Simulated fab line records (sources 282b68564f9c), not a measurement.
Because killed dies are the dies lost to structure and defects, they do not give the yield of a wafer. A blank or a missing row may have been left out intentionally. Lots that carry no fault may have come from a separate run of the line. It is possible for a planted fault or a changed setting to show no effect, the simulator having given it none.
Code-filled problem report in 8D (eight disciplines) form	flow rit_cmos	the parts of the form that need people (team, actions taken, sign-off) are left out

1. WHAT IS WRONG
tilt_deg at RIT_NSD_IMPLANT_08 reads a mean of 6.570 degrees on 6 wafers of 2 lots; wafers without a fault read 7.000 degrees with a standard deviation of 0.02. Relative to the usual mean, that is a shift of -21 standard deviations.
First seen on wafer L694.2, day 6 20:25, on implanter-02. At this step, 18 wafers from 6 lots have a number in the record. Rule for "out", or "out of limits": more than 4 standard deviations from the usual mean. The rest of the wafers with a number are treated as sound.

2. WHAT IT IS AND WHAT IT IS NOT
question	is	is not
which readings at this step	tilt_deg	-
which lots	L694, L695	L679, L680, L689, L700
which wafers of those lots	all that have a number	-
read on which tools	implanter-02	implanter-03, implanter-04
when	from day 6 20:25	up to then (9 sound wafers); but 3 sound wafers of L700 came after

3. THE SUSPECTS, EACH WITH WHAT RULES IT OUT
Counting: a tool stays on the suspect list if, at a process step up to the reading, it processed all lots that are out and no sound lot following the first of them.
- implanter-02 at RIT_NSD_IMPLANT_08: kept. It ran every lot that is out, first L694 (day 6 20:25), and no sound lot after that; its last sound lot up to then is L680 (day 4 07:26). On those wafers its own readings are out: tilt_deg.
After counting, what remains is implanter-02 at RIT_NSD_IMPLANT_08.

4. THE CAUSE (what the simulator had put in)
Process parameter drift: implanter-02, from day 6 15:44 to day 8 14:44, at RIT_NSD_IMPLANT_08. Setting tilt_deg, moved by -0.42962, from 7. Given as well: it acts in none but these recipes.
Only this tool survived the counting.

5. THE CHAIN OF EFFECTS, in route order
Each row: a reading where the mean over the struck wafers with a number is more than 3 standard deviations away from the usual. Only readings for which the record gives a usual standard deviation are gone through. hours: the time from each lot's start at the first step in this table that gives one to its start at this step, as a median over the lots. sigmas: the change in usual standard deviations.
hours	step	reading	usual	on struck wafers	change	sigmas
0	RIT_NSD_IMPLANT_08	tilt_deg	7.000 degrees	6.570	-0.430	-21
It contains these process steps:
- RIT_NSD_IMPLANT_08

6. WHAT WOULD HAVE CAUGHT IT SOONER
The fault began at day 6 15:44; the first out-of-limits reading in this record came at day 6 20:25, 5 hours later.
